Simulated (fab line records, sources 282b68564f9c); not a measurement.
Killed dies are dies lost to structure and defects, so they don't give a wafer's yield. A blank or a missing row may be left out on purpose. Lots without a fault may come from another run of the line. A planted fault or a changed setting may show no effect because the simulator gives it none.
fab line records | flow rit_cmos
record lots=6 wafers=18 last_day=7
route steps=202 shown SDANNEAL@155 PSD@157 NSD@158 PLDD@159 NLDD@160 SILICIDE@161 CONTACT@168 M1@184
lots that met no fault: from a run of the same line without faults
start_h: hours from the record's first day to the start of the lot's first wafer shown | wait_h: hours since the lot's step before | " the same as in the row above | L1.1+2: a row that stands for several wafers | - no value, or no start given | * or withheld: withheld | < > ~ a bound
route shown NAME@n: a module of which the file shows steps, and the number in the route of the first | usual: mean/standard deviation of fault-free wafers | same: alike in all rows | chamber/n: place in a boat | sites: the reading at each site | _std_site: their standard deviation | _edge_site: outer sites' mean less inner sites' | radius_mm: how far each site lies from the wafer's centre | mask NAME#n: copy n | behind: the tool/chamber that last shaped the wafer | hold: why the lot was held/for how many hours/how that ended | device: the transistor (n, p or np) that didn't switch | end of line: the same wafers' tests at the end of the route | a step without rows: its recipe alone | killed: dies lost to structure and defects at the first sort, not the wafer's yield | map: a wafer's dies, x killed, . not, _ none there
set.NAME: the setting as run; set.NAME@STEP: as run at that earlier step | model.NAME: the simulator's own value behind a step, which no gauge read
lots at some steps of the route; a table a step, a row a wafer
services: from which hour (start_h, from the record's first day; less than 0 if before it) a tool's chamber was out of use, for how many hours, and why
## steps
# step RIT_SDANNEAL_CLEAN_02
# recipe chemistry=SC2 mix=3:3:50 time_s=600 temp_c=75 dry=n2_spin
# step RIT_SDANNEAL_RTA_03
# recipe temp_c=1050 time_s=5 idle_temp_c=600 ramp_up_c_per_s=342 ramp_down_c_per_s=171 cool_to_c=600 ambient=N2
# usual wafer_temp_C_max=1053.5/1.1
# columns lot.wafer tool chamber start_h wait_h wafer_temp_C_max
L244.1 rtp_anneal-02 0 55.09 0.0 1053.5
L244.2 " 0 " " 1052.9
L244.6 " 0 " " 1053.0
L249.1 rtp_anneal-01 0 75.64 0.0 1054.4
L249.2 " 0 " " 1055.6
L249.3 " 0 " " 1054.2
L254.3 rtp_anneal-02 0 99.80 0.0 1052.8
L254.4 " 0 " " 1054.7
L254.5 " 0 " " 1053.1
L256.1 rtp_anneal-02 0 108.75 0.0 1052.9
L256.4 " 0 " " 1052.9
L256.5 " 0 " " 1054.1
L263.1 rtp_anneal-01 0 145.05 0.0 1053.0
L263.5 " 0 " " 1054.0
L263.6 " 0 " " 1055.2
L267.3 rtp_anneal-01 0 163.57 0.0 1053.8
L267.4 " 0 " " 1054.2
L267.6 " 0 " " 1053.1
# step RIT_SDANNEAL_RS_MEAS_04
# recipe thk_meas_gauge=four-point-probe
# usual PSD_RS=116.0/0.35
# columns lot.wafer tool chamber start_h wait_h PSD_RS[ohm/sq]
L244.1 film_metro-02 - 55.15 0.0 116.5
L244.2 " - " " 116.5
L244.6 " - " " 116.0
L249.1 film_metro-04 - 75.70 0.0 116.3
L249.2 " - " " 116.5
L249.3 " - " " 116.1
L254.3 film_metro-03 - 99.88 0.1 115.2
L254.4 " - " " 115.4
L254.5 " - " " 115.6
L256.1 film_metro-03 - 108.81 0.0 115.5
L256.4 " - " " 115.3
L256.5 " - " " 115.7
L263.1 film_metro-03 - 145.11 0.0 116.3
L263.5 " - " " 116.2
L263.6 " - " " 116.5
L267.3 film_metro-03 - 163.65 0.1 115.9
L267.4 " - " " 116.2
L267.6 " - " " 116.0
# step RIT_SDANNEAL_RS_MEAS_05
# recipe thk_meas_gauge=four-point-probe
# usual NSD_RS=84.49/0.29
# columns lot.wafer tool chamber start_h wait_h NSD_RS[ohm/sq]
L244.1 film_metro-02 - 55.27 0.1 84.52
L244.2 " - " " 85.00
L244.6 " - " " 84.79
L249.1 film_metro-04 - 75.82 0.1 84.86
L249.2 " - " " 85.16
L249.3 " - " " 85.22
L254.3 film_metro-03 - 100.00 0.1 84.10
L254.4 " - " " 83.95
L254.5 " - " " 84.19
L256.1 film_metro-03 - 108.93 0.1 84.69
L256.4 " - " " 84.44
L256.5 " - " " 84.89
L263.1 film_metro-03 - 145.23 0.1 84.45
L263.5 " - " " 84.39
L263.6 " - " " 84.30
L267.3 film_metro-03 - 163.77 0.1 84.49
L267.4 " - " " 84.41
L267.6 " - " " 84.54
# step RIT_SDANNEAL_RS_MEAS_06
# recipe thk_meas_gauge=four-point-probe
# usual PLDD_RS=178.4/0.45
# columns lot.wafer tool chamber start_h wait_h PLDD_RS[ohm/sq]
L244.1 film_metro-02 - 55.39 0.1 178.3
L244.2 " - " " 178.2
L244.6 " - " " 178.2
L249.1 film_metro-04 - 75.94 0.1 178.5
L249.2 " - " " 178.7
L249.3 " - " " 178.3
L254.3 film_metro-03 - 100.12 0.1 177.7
L254.4 " - " " 177.2
L254.5 " - " " 177.7
L256.1 film_metro-03 - 109.05 0.1 177.9
L256.4 " - " " 177.9
L256.5 " - " " 177.8
L263.1 film_metro-03 - 145.35 0.1 178.7
L263.5 " - " " 178.7
L263.6 " - " " 179.4
L267.3 film_metro-03 - 163.89 0.1 178.7
L267.4 " - " " 178.7
L267.6 " - " " 178.5
# step RIT_SDANNEAL_RS_MEAS_07
# recipe thk_meas_gauge=four-point-probe
# usual NLDD_RS=151.5/0.69
# columns lot.wafer tool chamber start_h wait_h NLDD_RS[ohm/sq]
L244.1 film_metro-02 - 55.51 0.1 151.7
L244.2 " - " " 151.7
L244.6 " - " " 151.1
L249.1 film_metro-04 - 76.06 0.1 152.9
L249.2 " - " " 152.5
L249.3 " - " " 153.2
L254.3 film_metro-03 - 100.24 0.1 151.4
L254.4 " - " " 151.7
L254.5 " - " " 151.3
L256.1 film_metro-03 - 109.17 0.1 151.8
L256.4 " - " " 151.8
L256.5 " - " " 151.7
L263.1 film_metro-03 - 145.47 0.1 151.7
L263.5 " - " " 151.2
L263.6 " - " " 151.8
L267.3 film_metro-03 - 164.01 0.1 151.0
L267.4 " - " " 150.5
L267.6 " - " " 150.7
# step RIT_SILICIDE_WET_ETCH_00
# recipe chemistry=BOE target=SiO2 target_depth_nm=14 time_s=15 dry=n2_spin dilution=10:1 temp_c=21.5
# step RIT_SILICIDE_SPUTTER_01
# recipe material=Ti target_thk_nm=30 power_w=350 chamber_pressure_pa=0.6962 gas=Ar time_s=240 substrate_temp_c=25
# usual throttle_valve_pct=30.0/0.74
# columns lot.wafer tool chamber start_h wait_h throttle_valve_pct
L244.1 pvd_sputter-04 - 55.64 0.0 30.1
L244.2 " - " " 29.6
L244.6 " - " " 29.9
L249.1 pvd_sputter-03 - 76.20 0.0 29.7
L249.2 " - " " 30.1
L249.3 " - " " 29.6
L254.3 pvd_sputter-04 - 100.33 0.0 31.2
L254.4 " - " " 29.8
L254.5 " - " " 29.9
L256.1 pvd_sputter-04 - 109.30 0.0 30.0
L256.4 " - " " 29.7
L256.5 " - " " 30.1
L263.1 pvd_sputter-02 - 145.60 0.0 30.8
L263.5 " - " " 29.3
L263.6 " - " " 30.9
L267.3 pvd_sputter-04 - 164.10 0.0 31.0
L267.4 " - " " 30.0
L267.6 " - " " 30.2
# step RIT_SILICIDE_RS_MEAS_02
# recipe thk_meas_gauge=four-point-probe reads=Ti_of_SILICIDE_SPUTTER_01
# usual SILICIDE_TI_RS=52.6/0.74
# columns lot.wafer tool chamber start_h wait_h SILICIDE_TI_RS[ohm/sq]
L244.1 film_metro-03 - 55.79 0.1 53.4
L244.2 " - " " 53.4
L244.6 " - " " 53.2
L249.1 film_metro-04 - 76.35 0.1 51.5
L249.2 " - " " 51.3
L249.3 " - " " 52.0
L254.3 film_metro-04 - 100.52 0.1 53.6
L254.4 " - " " 53.7
L254.5 " - " " 54.2
L256.1 film_metro-04 - 109.45 0.1 53.7
L256.4 " - " " 53.2
L256.5 " - " " 54.0
L263.1 film_metro-01 - 145.75 0.1 52.2
L263.5 " - " " 52.3
L263.6 " - " " 52.6
L267.3 film_metro-03 - 164.29 0.1 53.8
L267.4 " - " " 53.5
L267.6 " - " " 52.8
# step RIT_SILICIDE_THK_MEAS_03
# recipe thk_meas_gauge=xrf reads=Ti_of_SILICIDE_SPUTTER_01
# usual SILICIDE_TI_THK=29.1/0.32
# columns lot.wafer tool chamber start_h wait_h SILICIDE_TI_THK[nm]
L244.1 film_metro-03 - 55.91 0.1 28.8
L244.2 " - " " 29.0
L244.6 " - " " 28.9
L249.1 film_metro-04 - 76.47 0.1 29.6
L249.2 " - " " 29.6
L249.3 " - " " 29.4
L254.3 film_metro-04 - 100.62 0.1 28.9
L254.4 " - " " 28.6
L254.5 " - " " 28.6
L256.1 film_metro-04 - 109.57 0.1 28.8
L256.4 " - " " 28.9
L256.5 " - " " 28.6
L263.1 film_metro-01 - 145.87 0.1 29.2
L263.5 " - " " 29.1
L263.6 " - " " 29.1
L267.3 film_metro-03 - 170.67 6.4 28.7
L267.4 " - " " 28.6
L267.6 " - " " 28.9
# step RIT_SILICIDE_RTA_04
# recipe temp_c=650 time_s=10 idle_temp_c=25 ramp_up_s=5 ramp_down_s=5 cool_to_c=25 ambient=N2
# step RIT_SILICIDE_WET_ETCH_05
# recipe chemistry=SPM target=Ti temp_c=90 time_s=120 dry=n2_spin
# step RIT_SILICIDE_RTA_06
# recipe temp_c=750 time_s=10 idle_temp_c=25 ramp_up_s=5 ramp_down_s=10 cool_to_c=25 ambient=N2
# usual wafer_temp_C_max=752.8/0.68
# columns lot.wafer tool chamber start_h wait_h wafer_temp_C_max
L244.1 rtp_anneal-02 0 56.08 0.0 753.0
L244.2 " 0 " " 753.0
L244.6 " 0 " " 752.8
L249.1 rtp_anneal-01 0 76.64 0.0 753.0
L249.2 " 0 " " 752.8
L249.3 " 0 " " 752.5
L254.3 rtp_anneal-02 0 100.80 0.0 754.3
L254.4 " 0 " " 753.3
L254.5 " 0 " " 754.4
L256.1 rtp_anneal-02 0 109.74 0.0 753.5
L256.4 " 0 " " 753.0
L256.5 " 0 " " 752.3
L263.1 rtp_anneal-01 0 146.04 0.0 752.3
L263.5 " 0 " " 752.7
L263.6 " 0 " " 753.5
L267.3 rtp_anneal-02 0 170.84 0.0 753.6
L267.4 " 0 " " 752.4
L267.6 " 0 " " 752.3
# step RIT_CONTACT_CVD_00
# recipe material=SiO2 target_thk_nm=400 precursor=TEOS temp_c=390 time_s=61 rf_w=400
# usual heater_power_w=300/53
# columns lot.wafer tool chamber start_h wait_h heater_power_w
L244.1 pecvd-01 0 56.21 0.1 358
L244.2 " 1 " " 324
L244.6 " 0 " " 379
L249.1 pecvd-04 1 76.71 0.1 209
L249.2 " 0 " " 265
L249.3 " 2 " " 271
L254.3 pecvd-02 1 100.84 0.0 260
L254.4 " 1 " " 276
L254.5 " 0 " " 273
L256.1 pecvd-01 2 109.81 0.1 252
L256.4 " 1 " " 363
L256.5 " 2 " " 262
L263.1 pecvd-04 1 146.10 0.1 236
L263.5 " 2 " " 273
L263.6 " 0 " " 310
L267.3 pecvd-02 2 170.89 0.0 295
L267.4 " 2 " " 212
L267.6 " 0 " " 314
# step RIT_CONTACT_THK_MEAS_01
# recipe reads=SiO2_of_CONTACT_CVD_00
# usual CONTACT_TEOS_THK=400/5.2
# columns lot.wafer tool chamber start_h wait_h CONTACT_TEOS_THK[nm]
L244.1 film_metro-01 - 56.26 0.0 405
L244.2 " - " " 402
L244.6 " - " " 406
L249.1 film_metro-04 - 76.76 0.0 393
L249.2 " - " " 395
L249.3 " - " " 393
L254.3 film_metro-01 - 100.91 0.0 397
L254.4 " - " " 400
L254.5 " - " " 406
L256.1 film_metro-02 - 109.86 0.0 399
L256.4 " - " " 408
L256.5 " - " " 404
L263.1 film_metro-04 - 146.15 0.0 397
L263.5 " - " " 410
L263.6 " - " " 407
L267.3 film_metro-04 - 170.96 0.0 401
L267.4 " - " " 404
L267.6 " - " " 406
# step RIT_CONTACT_HMDS_02
# recipe prime_time_s=60 prime_temp_c=140
# step RIT_CONTACT_COAT_03
# recipe resist=NOVOLAK spin_rpm=3250 resist_thk_nm=1000
# step RIT_CONTACT_SOFTBAKE_04
# recipe resist=NOVOLAK temp_c=90 time_s=60
# step RIT_CONTACT_EXPOSE_05
# recipe mask_id=M11 na=0.6 source_shape=conventional sigma_outer=0.5 target_cd_nm=1000 dose_mj=250
# step RIT_CONTACT_PEB_06
# recipe resist=NOVOLAK temp_c=withheld time_s=withheld
# step RIT_CONTACT_DEVELOP_07
# recipe resist=NOVOLAK develop_time_s=120 dev_temp_c=23
# step RIT_CONTACT_CD_MEAS_08
# recipe target_cd_nm=1000
# usual cd_nm=1000.2/2.2
# columns lot.wafer tool chamber start_h wait_h cd_nm
L244.1 cd_sem-01 - 57.41 - 999.8
L244.2 " - " " 999.4
L244.6 " - " " 1001.6
L249.1 cd_sem-01 - 77.79 - 1002.6
L249.2 " - " " 1004.7
L249.3 " - " " 1003.5
L254.3 cd_sem-01 - 102.00 - 998.6
L254.4 " - " " 999.6
L254.5 " - " " 1001.1
L256.1 cd_sem-01 - 110.88 - 1000.0
L256.4 " - " " 1002.9
L256.5 " - " " 1001.3
L263.1 cd_sem-01 - 147.18 - 998.7
L263.5 " - " " 997.5
L263.6 " - " " 998.5
L267.3 cd_sem-02 - 172.08 - 1000.5
L267.4 " - " " 1001.3
L267.6 " - " " 1001.9
# step RIT_CONTACT_OVL_MEAS_09
# usual CONTACT_OVL=-1.0/1.6
# columns lot.wafer tool chamber start_h wait_h CONTACT_OVL[nm]
L244.1 overlay-02 - 57.53 0.1 -1.0
L244.2 " - " " -1.3
L244.6 " - " " -2.7
L249.1 overlay-02 - 77.91 0.1 -0.5
L249.2 " - " " -1.3
L249.3 " - " " -1.6
L254.3 overlay-02 - 102.10 0.1 -2.8
L254.4 " - " " -2.6
L254.5 " - " " -1.2
L256.1 overlay-02 - 111.00 0.1 0.2
L256.4 " - " " -0.3
L256.5 " - " " 0.4
L263.1 overlay-01 - 147.30 0.1 -0.2
L263.5 " - " " -1.6
L263.6 " - " " -0.5
L267.3 overlay-02 - 172.17 0.1 -1.0
L267.4 " - " " -0.6
L267.6 " - " " 1.1
# step RIT_CONTACT_HARDBAKE_10
# recipe resist=NOVOLAK temp_c=140 time_s=60
# step RIT_CONTACT_ETCH_11
# recipe target_depth_a=4800 over_etch_frac=0.2 stop_on=TiSi2 chemistry=CHF3/CF4/Ar target=SiO2 CHF3_flow_sccm=50 cf4_flow_sccm=10 Ar_flow_sccm=100 O2_flow_sccm=5 pressure_mtorr=100 rf_w=200 time_s=320
# step RIT_CONTACT_STRIP_12
# recipe chemistry=O2 time_s=187.2 resist=NOVOLAK platen_temp_c=withheld power_w=500 pressure_mtorr=4000 o2_flow_sccm=4000
# usual drypump_motor_current_A=5.7/0.32
# columns lot.wafer tool chamber start_h wait_h drypump_motor_current_A rf_hours_counter_h
L244.1 plasma_asher-02 1 57.91 0.1 5.7 40
L244.2 " 0 " " 5.3 40
L244.6 " 1 " " 5.7 -
L249.1 plasma_asher-02 1 78.29 0.1 5.7 43
L249.2 " 0 " " 5.3 43
L249.3 " 0 " " 5.3 -
L254.3 plasma_asher-01 0 102.52 0.2 5.4 -
L254.4 " 1 " " 6.2 -
L254.5 " 1 " " 6.2 -
L256.1 plasma_asher-01 0 111.42 0.1 5.4 46
L256.4 " 1 " " 6.2 -
L256.5 " 1 " " 6.2 -
L263.1 plasma_asher-01 0 147.68 0.1 5.4 49
L263.5 " 0 " " 5.4 -
L263.6 " 1 " " 6.2 -
L267.3 plasma_asher-02 0 172.60 0.2 5.3 -
L267.4 " 1 " " 5.7 -
L267.6 " 1 " " 5.7 -
# step RIT_CONTACT_CD_MEAS_90
# recipe target_cd_nm=1000
# usual cd_nm=1000.2/2.2
# columns lot.wafer tool chamber start_h wait_h cd_nm
L244.1 cd_sem-02 - 58.09 0.1 1000.5
L244.2 " - " " 999.9
L244.6 " - " " 1002.3
L249.1 cd_sem-02 - 78.46 0.1 1002.8
L249.2 " - " " 1004.4
L249.3 " - " " 1003.5
L254.3 cd_sem-02 - 102.68 0.1 998.7
L254.4 " - " " 1000.1
L254.5 " - " " 1001.3
L256.1 cd_sem-02 - 111.60 0.1 1000.7
L256.4 " - " " 1002.4
L256.5 " - " " 1001.3
L263.1 cd_sem-01 - 147.86 0.1 998.5
L263.5 " - " " 996.9
L263.6 " - " " 998.5
L267.3 cd_sem-02 - 172.76 0.1 1000.4
L267.4 " - " " 1001.5
L267.6 " - " " 1002.2
# step RIT_CONTACT_CLEAN_13
# recipe chemistry=SC1 mix=3:3:50 time_s=600 temp_c=75
# step RIT_CONTACT_CLEAN_14
# recipe chemistry=SC2 mix=3:3:50 time_s=600 temp_c=75 dry=n2_spin
# step RIT_M1_SPUTTER_00
# recipe material=Al target_thk_nm=400 power_w=2000 chamber_pressure_pa=0.4 gas=Ar time_s=500 substrate_temp_c=25
# step RIT_M1_RS_MEAS_01
# recipe thk_meas_gauge=four-point-probe reads=Al_of_M1_SPUTTER_00
# usual M1_AL_RS=0.0732/0.00068
# columns lot.wafer tool chamber start_h wait_h M1_AL_RS[ohm/sq]
L244.1 film_metro-04 - 58.87 0.1 0.0735
L244.2 " - " " 0.0740
L244.6 " - " " 0.0740
L249.1 film_metro-03 - 79.24 0.1 0.0744
L249.2 " - " " 0.0738
L249.3 " - " " 0.0743
L254.3 film_metro-03 - 103.44 0.2 0.0736
L254.4 " - " " 0.0722
L254.5 " - " " 0.0730
L256.1 film_metro-03 - 112.55 0.1 0.0720
L256.4 " - " " 0.0731
L256.5 " - " " 0.0727
L263.1 film_metro-03 - 148.62 0.1 0.0732
L263.5 " - " " 0.0727
L263.6 " - " " 0.0729
L267.3 film_metro-04 - 173.54 0.2 0.0737
L267.4 " - " " 0.0731
L267.6 " - " " 0.0738
# step RIT_M1_THK_MEAS_02
# recipe thk_meas_gauge=xrf reads=Al_of_M1_SPUTTER_00
# usual M1_AL_THK=400/4
# columns lot.wafer tool chamber start_h wait_h M1_AL_THK[nm]
L244.1 film_metro-04 - 58.99 0.1 400
L244.2 " - " " 399
L244.6 " - " " 396
L249.1 film_metro-03 - 79.36 0.1 395
L249.2 " - " " 399
L249.3 " - " " 396
L254.3 film_metro-03 - 103.54 0.1 399
L254.4 " - " " 408
L254.5 " - " " 403
L256.1 film_metro-03 - 112.67 0.1 409
L256.4 " - " " 402
L256.5 " - " " 406
L263.1 film_metro-03 - 148.74 0.1 401
L263.5 " - " " 404
L263.6 " - " " 404
L267.3 film_metro-04 - 173.64 0.1 399
L267.4 " - " " 403
L267.6 " - " " 396
# step RIT_M1_HMDS_03
# recipe prime_time_s=60 prime_temp_c=140
# step RIT_M1_COAT_04
# recipe resist=NOVOLAK spin_rpm=2000 resist_thk_nm=1317
# step RIT_M1_SOFTBAKE_05
# recipe resist=NOVOLAK temp_c=90 time_s=60
# step RIT_M1_EXPOSE_06
# recipe mask_id=M12 na=0.6 source_shape=conventional sigma_outer=0.5 target_cd_nm=2600 dose_mj=250
# step RIT_M1_PEB_07
# recipe resist=NOVOLAK temp_c=withheld time_s=withheld
# step RIT_M1_DEVELOP_08
# recipe resist=NOVOLAK develop_time_s=68 dev_temp_c=23
# step RIT_M1_CD_MEAS_09
# recipe target_cd_nm=2600
# usual cd_nm=2599.6/2.1
# columns lot.wafer tool chamber start_h wait_h cd_nm
L244.1 cd_sem-02 - 60.04 - 2599.4
L244.2 " - " " 2599.7
L244.6 " - " " 2599.8
L249.1 cd_sem-01 - 80.43 - 2601.4
L249.2 " - " " 2600.5
L249.3 " - " " 2601.5
L254.3 cd_sem-02 - 104.63 - 2602.1
L254.4 " - " " 2603.9
L254.5 " - " " 2603.1
L256.1 cd_sem-01 - 113.61 - 2599.1
L256.4 " - " " 2600.9
L256.5 " - " " 2600.6
L263.1 cd_sem-02 - 149.68 - 2597.7
L263.5 " - " " 2595.2
L263.6 " - " " 2598.2
L267.3 cd_sem-01 - 174.72 - 2601.5
L267.4 " - " " 2602.2
L267.6 " - " " 2600.8
# step RIT_M1_OVL_MEAS_10
# usual M1_OVL=0.4/1.3
# columns lot.wafer tool chamber start_h wait_h M1_OVL[nm]
L244.1 overlay-01 - 60.16 0.1 0.9
L244.2 " - " " 1.6
L244.6 " - " " 0.7
L249.1 overlay-02 - 80.55 0.1 0.6
L249.2 " - " " 1.3
L249.3 " - " " 1.8
L254.3 overlay-01 - 104.72 0.1 0.6
L254.4 " - " " 0.5
L254.5 " - " " 2.2
L256.1 overlay-01 - 113.73 0.1 0.6
L256.4 " - " " -0.3
L256.5 " - " " 0.0
L263.1 overlay-01 - 149.80 0.1 -2.1
L263.5 " - " " -2.6
L263.6 " - " " -2.7
L267.3 overlay-02 - 174.81 0.1 0.4
L267.4 " - " " -0.3
L267.6 " - " " 0.8
# step RIT_M1_HARDBAKE_11
# recipe resist=NOVOLAK temp_c=140 time_s=120
# step RIT_M1_METAL_ETCH_12
# recipe stop_on=SiO2 chemistry=Cl2/BCl3 target=Al time_s=165 over_etch_frac=0.5 pressure_mtorr=100 target_depth_a=6000 rf_w=250 Cl2_flow_sccm=60 bcl3_flow_sccm=50
# usual drypump_motor_current_A=5.8/0.61 oes_product_au=0.780/0.011 throttle_valve_pct=8.39/0.12
# columns lot.wafer tool chamber start_h wait_h drypump_motor_current_A oes_product_au rf_hours_counter_h throttle_valve_pct
L244.1 rie_metal-03 1 60.44 0.2 5.1 0.774 2.3 8.50
L244.2 " 0 " " 5.2 0.777 2.3 8.44
L244.6 " 1 " " 5.1 0.771 - 8.52
L249.1 rie_metal-04 0 80.91 0.2 6.5 0.770 3.6 8.39
L249.2 " 1 " " 6.1 0.792 4.3 8.14
L249.3 " 0 " " 6.6 0.774 - 8.37
L254.3 rie_metal-01 0 105.16 0.2 5.8 0.772 - 8.28
L254.4 " 1 " " 6.6 0.789 - 8.48
L254.5 " 1 " " 6.6 0.780 - 8.48
L256.1 rie_metal-03 1 114.02 0.2 5.1 0.775 2.9 8.50
L256.4 " 0 " " 5.2 0.781 - 8.43
L256.5 " 1 " " 5.1 0.776 - 8.50
L263.1 rie_metal-01 1 150.09 0.2 6.6 0.783 2.0 8.49
L263.5 " 1 " " 6.6 0.780 - 8.49
L263.6 " 0 " " 5.8 0.770 - 8.27
L267.3 rie_metal-03 1 175.14 0.2 5.1 0.766 - 8.49
L267.4 " 0 " " 5.2 0.780 - 8.42
L267.6 " 1 " " 5.1 0.770 - 8.49
# step RIT_M1_PROBE_99
# usual killed_at_contacts=0.1/0.24 killed_at_front_end=7.1/2.8 killed_dies=7.2/2.8 killed_open=3.6/2.1 killed_short=3.6/1.9
# same gross_dies=264 killed_at_M0_to_M3=0 killed_at_M4_up=0 killed_at_back_side=0 killed_at_other=0
# columns lot.wafer tool chamber start_h wait_h killed_at_contacts killed_at_front_end killed_dies killed_open killed_short model.etest.npoly_sal.rs_ohm_sq model.etest.pplus_sal.rs_ohm_sq model.etest.ppoly_sal.rs_ohm_sq model.etest.nplus_sal.rs_ohm_sq model.etest.pplus_sal.line_ohm_um model.etest.nplus_sal.line_ohm_um model.etest.contact_ppoly.rc_ohm model.etest.contact_nplus.rc_ohm
L244.1 prober-01 - 62.70 0.1 0 4 4 4 0 4.47 4.436 4.417 4.394 1.269 1.272 1.441 1.382
L244.2 prober-01 - 62.75 0.1 0 5 5 2 3 4.429 4.346 4.349 4.388 1.252 1.286 1.394 1.426
L244.6 prober-01 - 62.95 0.2 0 6 6 2 4 4.405 4.37 4.38 4.361 1.261 1.271 1.375 1.377
L249.1 prober-02 - 83.16 0.1 0 6 6 5 1 4.355 4.312 4.342 4.308 1.251 1.247 1.395 1.385
L249.2 prober-02 - 83.21 0.1 1 6 7 2 5 4.351 4.315 4.313 4.314 1.248 1.254 1.39 1.401
L249.3 prober-02 - 83.26 0.2 0 5 5 1 4 4.411 4.393 4.393 4.357 1.262 1.252 1.386 1.414
L254.3 prober-02 - 107.46 0.2 0 10 10 8 2 4.159 4.167 4.113 4.137 1.204 1.208 1.379 1.376
L254.4 prober-02 - 107.51 0.2 0 6 6 3 3 4.189 4.16 4.17 4.146 1.222 1.2 1.405 1.321
L254.5 prober-02 - 107.56 0.2 0 4 4 2 2 4.219 4.165 4.167 4.158 1.208 1.2 1.347 1.348
L256.1 prober-02 - 116.27 0.1 1 10 11 9 2 4.198 4.191 4.17 4.171 1.236 1.206 1.355 1.32
L256.4 prober-02 - 116.42 0.2 0 9 9 4 5 4.222 4.156 4.143 4.166 1.226 1.215 1.358 1.389
L256.5 prober-02 - 116.47 0.2 0 11 11 3 8 4.252 4.19 4.214 4.194 1.225 1.213 1.361 1.347
L263.1 prober-01 - 153.02 0.1 0 10 10 3 7 4.405 4.373 4.372 4.331 1.275 1.248 1.398 1.391
L263.5 prober-01 - 153.22 0.2 0 5 5 0 5 4.389 4.383 4.355 4.281 1.275 1.263 1.424 1.396
L263.6 prober-01 - 153.27 0.2 0 7 7 4 3 4.383 4.359 4.36 4.348 1.248 1.262 1.419 1.378
L267.3 prober-02 - 178.77 0.2 1 7 8 6 2 4.447 4.433 4.468 4.411 1.284 1.28 1.46 1.465
L267.4 prober-02 - 178.82 0.2 0 13 13 8 5 4.438 4.4 4.404 4.399 1.268 1.268 1.372 1.375
L267.6 prober-02 - 178.92 0.2 0 7 7 4 3 4.421 4.357 4.37 4.339 1.267 1.278 1.365 1.387
# killed by level:class
L244.1 FOX1:geometric_particle:open=2 GATE:geometric_particle:open=1 SILICIDE:geometric_particle:open=1
L244.2 GATE:geometric_particle:short=2 FOX1:geometric_particle:short=1 GATE:geometric_particle:open=1 SPACER:geometric_particle:open=1
L244.6 GATE:geometric_particle:short=3 GATE:geometric_particle:open=1 SILICIDE:geometric_particle:open=1 SILICIDE:geometric_particle:short=1
L249.1 SILICIDE:geometric_particle:open=3 GATE:geometric_particle:short=1 GATE:geometric_particle:open=1 REOX:geometric_particle:open=1
L249.2 SPACER:geometric_particle:short=2 FOX2:geometric_particle:short=1 REOX:geometric_particle:open=1 SILICIDE:geometric_particle:open=1 SILICIDE:geometric_particle:short=1 CONTACT:geometric_particle:short=1
L249.3 FOX1:geometric_particle:short=2 GATE:geometric_particle:open=1 REOX:geometric_particle:short=1 SPACER:geometric_particle:short=1
L254.3 FOX1:geometric_particle:open=2 GATE:geometric_particle:open=2 REOX:geometric_particle:open=2 SILICIDE:geometric_particle:open=2 FOX1:geometric_particle:short=1 SILICIDE:geometric_particle:short=1
L254.4 FOX1:geometric_particle:open=2 REOX:geometric_particle:short=2 FOX1:geometric_particle:short=1 REOX:geometric_particle:open=1
L254.5 GATE:geometric_particle:open=2 FOX1:geometric_particle:short=1 GATE:geometric_particle:short=1
L256.1 FOX1:geometric_particle:open=5 GATE:geometric_particle:short=1 REOX:geometric_particle:open=1 REOX:geometric_particle:short=1 SPACER:geometric_particle:open=1 SILICIDE:geometric_particle:open=1 CONTACT:geometric_particle:open=1
L256.4 GATE:geometric_particle:short=2 SILICIDE:geometric_particle:short=2 SILICIDE:geometric_particle:open=2 FOX2:geometric_particle:short=1 FOX2:geometric_particle:open=1 GATE:geometric_particle:open=1
L256.5 SILICIDE:geometric_particle:open=3 SILICIDE:geometric_particle:short=3 FOX2:geometric_particle:short=2 FOX1:geometric_particle:short=1 REOX:geometric_particle:short=1 SPACER:geometric_particle:short=1
L263.1 GATE:geometric_particle:short=7 GATE:geometric_particle:open=2 SPACER:geometric_particle:open=1
L263.5 FOX2:geometric_particle:short=2 GATE:geometric_particle:short=2 REOX:geometric_particle:short=1
L263.6 GATE:geometric_particle:open=2 SPACER:geometric_particle:short=2 FOX2:geometric_particle:open=1 REOX:geometric_particle:short=1 SPACER:geometric_particle:open=1
L267.3 FOX2:geometric_particle:open=2 SPACER:geometric_particle:open=2 FOX1:geometric_particle:short=1 GATE:geometric_particle:short=1 GATE:geometric_particle:open=1 CONTACT:geometric_particle:open=1
L267.4 FOX2:geometric_particle:open=4 FOX1:geometric_particle:short=2 GATE:geometric_particle:short=2 GATE:geometric_particle:open=2 REOX:geometric_particle:open=2 FOX2:geometric_particle:short=1
L267.6 ACTIVE:geometric_particle:open=1 FOX1:geometric_particle:open=1 GATE:geometric_particle:open=1 GATE:geometric_particle:short=1 SPACER:geometric_particle:short=1 SILICIDE:geometric_particle:short=1 SILICIDE:geometric_particle:open=1
## services
# columns tool chamber start_h hours kind
rie_metal-01 0 45.13 21.1 repair
pvd_sputter-04 - 53.22 0.9 repair
plasma_asher-01 - 61.46 1.8 repair
rie_metal-03 1 70.34 12.5 repair
rie_metal-01 0 72.75 5.4 repair
plasma_asher-02 - 108.75 9.0 pm
plasma_asher-02 0 108.75 9.0 vent_cycle
plasma_asher-02 1 108.75 9.0 vent_cycle
plasma_asher-02 0 117.75 - clean
plasma_asher-02 1 117.75 - clean
pecvd-01 - 120.12 14.6 pm
pecvd-02 0 123.28 4.9 repair
plasma_asher-01 - 128.92 8.7 repair
pecvd-01 2 138.03 4.8 repair
pvd_sputter-02 - 147.96 16.7 repair
pecvd-04 2 164.57 4.3 repair
rie_metal-01 - 172.49 2.8 pm
## key
first_sign none at tools or gauges
model_effect step=RIT_M1_PROBE_99 value=etest.npoly_sal.rs_ohm_sq without=4.475 struck=4.206
met_at RIT_SILICIDE_RTA_06
struck_wafers L254.3,L254.4,L254.5,L256.1,L256.4,L256.5
tester_left_out L254,L256
onset_between 56.08 100.80
also_fits RIT_SDANNEAL_RTA_03:rtp_anneal-02
fault kind=process_parameter_drift tool=rtp_anneal-02 chamber=- onset_h=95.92 steps=RIT_SILICIDE_RTA_06 channel=time_s offset=* shape=step end_h=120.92 acts_in=* stated=*
# tester_left_out: of these lots the tester's yield and bins aren't shown, on N5 and GAA mostly nor the transistor test; their killed dies are dies lost to structure and defects alone, not to doping, threshold or leakage, so they don't give the yield
